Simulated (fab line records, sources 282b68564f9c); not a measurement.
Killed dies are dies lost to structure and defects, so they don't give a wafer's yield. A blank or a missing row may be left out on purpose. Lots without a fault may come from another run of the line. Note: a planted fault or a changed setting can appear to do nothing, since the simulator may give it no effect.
Which tool was responsible? + flow rit_cmos + 42 wafers from 14 lots sampled at 2 of the route's 202 steps

WHAT THE GAUGES SHOWED, per wafer
RIT_PRETRO_OVL_MEAS_06. Usual: PRETRO_OVL -0.1 nm, standard deviation 1.4.
| lot  | measured    | on         | PRETRO_OVL (nm) | flag |
|------|-------------|------------|-----------------|------|
| L490 | day 3 04:52 | overlay-01 | -0.9 1.0 -1.3   |      |
| L491 | day 3 10:35 | overlay-02 | 0.5 -0.5 0.6    |      |
| L492 | day 3 10:44 | overlay-01 | 2.6 1.2 0.9     |      |
| L496 | day 3 22:13 | overlay-01 | 1.4 1.7 1.1     |      |
| L495 | day 3 22:28 | overlay-01 | 1.9 1.8 2.5     |      |
| L497 | day 4 05:08 | overlay-01 | - - -           | OFF  |
| L498 | day 4 08:28 | overlay-01 | - - -           | OFF  |
| L499 | day 4 11:47 | overlay-02 | -1.9 -0.8 1.3   |      |
| L506 | day 5 22:14 | overlay-02 | -0.5 1.1 -0.3   |      |
| L507 | day 6 07:04 | overlay-01 | 0.6 -2.3 -0.4   |      |
| L509 | day 6 12:39 | overlay-02 | 1.0 1.3 1.8     |      |
| L510 | day 7 00:13 | overlay-01 | -1.8 0.6 -1.3   |      |
| L511 | day 7 01:14 | overlay-01 | 1.5 -1.2 0.0    |      |
| L512 | day 7 06:23 | overlay-02 | 0.5 1.2 1.4     |      |

WHAT TOOL EACH LOT RAN ON (gives the tool, then ch and the chambers of the sampled wafers, and finally the start)
| lot  | RIT_PRETRO_COAT_01               |
|------|----------------------------------|
| L490 | litho_track-01 ch 0, day 3 04:01 |
| L491 | litho_track-01 ch 0, day 3 09:47 |
| L492 | litho_track-03 ch 0, day 3 09:48 |
| L496 | litho_track-02 ch 0, day 3 21:21 |
| L495 | litho_track-01 ch 0, day 3 21:32 |
| L497 | litho_track-02, day 4 04:25      |
| L498 | litho_track-03, day 4 07:41      |
| L499 | litho_track-01 ch 0, day 4 10:57 |
| L506 | litho_track-02 ch 0, day 5 21:09 |
| L507 | litho_track-03 ch 0, day 6 06:13 |
| L509 | litho_track-03 ch 0, day 6 11:47 |
| L510 | litho_track-01 ch 0, day 6 23:22 |
| L511 | litho_track-02 ch 0, day 7 00:22 |
| L512 | litho_track-03 ch 0, day 7 05:34 |
- RIT_PRETRO_COAT_01: resist thk 1300 nm.

AS READ BY THE TOOLS THEMSELVES (means over the sampled wafers that have a number; for cases with no such wafer, the mark the record gives instead)
RIT_PRETRO_COAT_01. Usual: chill_plate_temp_C 22.99 C, standard deviation 0.12; dispense_pressure_kPa 44.8 kPa, standard deviation 1.8.
| lot  | tool           | chill_plate_temp_C (C) | dispense_pressure_kPa (kPa) | flag |
|------|----------------|------------------------|-----------------------------|------|
| L490 | litho_track-01 | 23.04                  | 42.9                        |      |
| L491 | litho_track-01 | 22.90                  | 42.9                        |      |
| L492 | litho_track-03 | 22.92                  | 47.2                        |      |
| L496 | litho_track-02 | 22.89                  | 44.9                        |      |
| L495 | litho_track-01 | 22.96                  | 43.0                        |      |
| L497 | litho_track-02 | -                      | -                           | OFF  |
| L498 | litho_track-03 | -                      | -                           | OFF  |
| L499 | litho_track-01 | 23.03                  | 42.9                        |      |
| L506 | litho_track-02 | 23.01                  | 44.9                        |      |
| L507 | litho_track-03 | 22.91                  | 47.1                        |      |
| L509 | litho_track-03 | 23.00                  | 47.2                        |      |
| L510 | litho_track-01 | 23.07                  | 43.0                        |      |
| L511 | litho_track-02 | 22.93                  | 44.9                        |      |
| L512 | litho_track-03 | 22.89                  | 47.1                        |      |

THE ANSWER, worked out from the rows above alone
Rule: a lot counts as off when the mean over its wafers that have a number is more than 3 standard deviations away from the usual mean. Also off: a lot with no number at a reading for which 4 or more lots have one. All remaining lots with rows at the step are treated as sound. First the gauges in route order, then the tools' own readings, where a lot's mean is used as printed above. The first step at which some lot is off is used, and at that step the reading that is off furthest; a lot without a number counts as furthest.
Off: L497, L498, at RIT_PRETRO_OVL_MEAS_06 (PRETRO_OVL). Without a number there: L497, L498.
A tool fits if, at a process step before that reading, it ran every lot that is off, and no sound lot after the first of them. Not tried: the gauges at RIT_PRETRO_OVL_MEAS_06; whatever is off there is also off at RIT_PRETRO_COAT_01, on other tools, and gauge error can't account for it. Not one of the candidates tried fits.

WHAT THE SIMULATOR HAD PUT IN
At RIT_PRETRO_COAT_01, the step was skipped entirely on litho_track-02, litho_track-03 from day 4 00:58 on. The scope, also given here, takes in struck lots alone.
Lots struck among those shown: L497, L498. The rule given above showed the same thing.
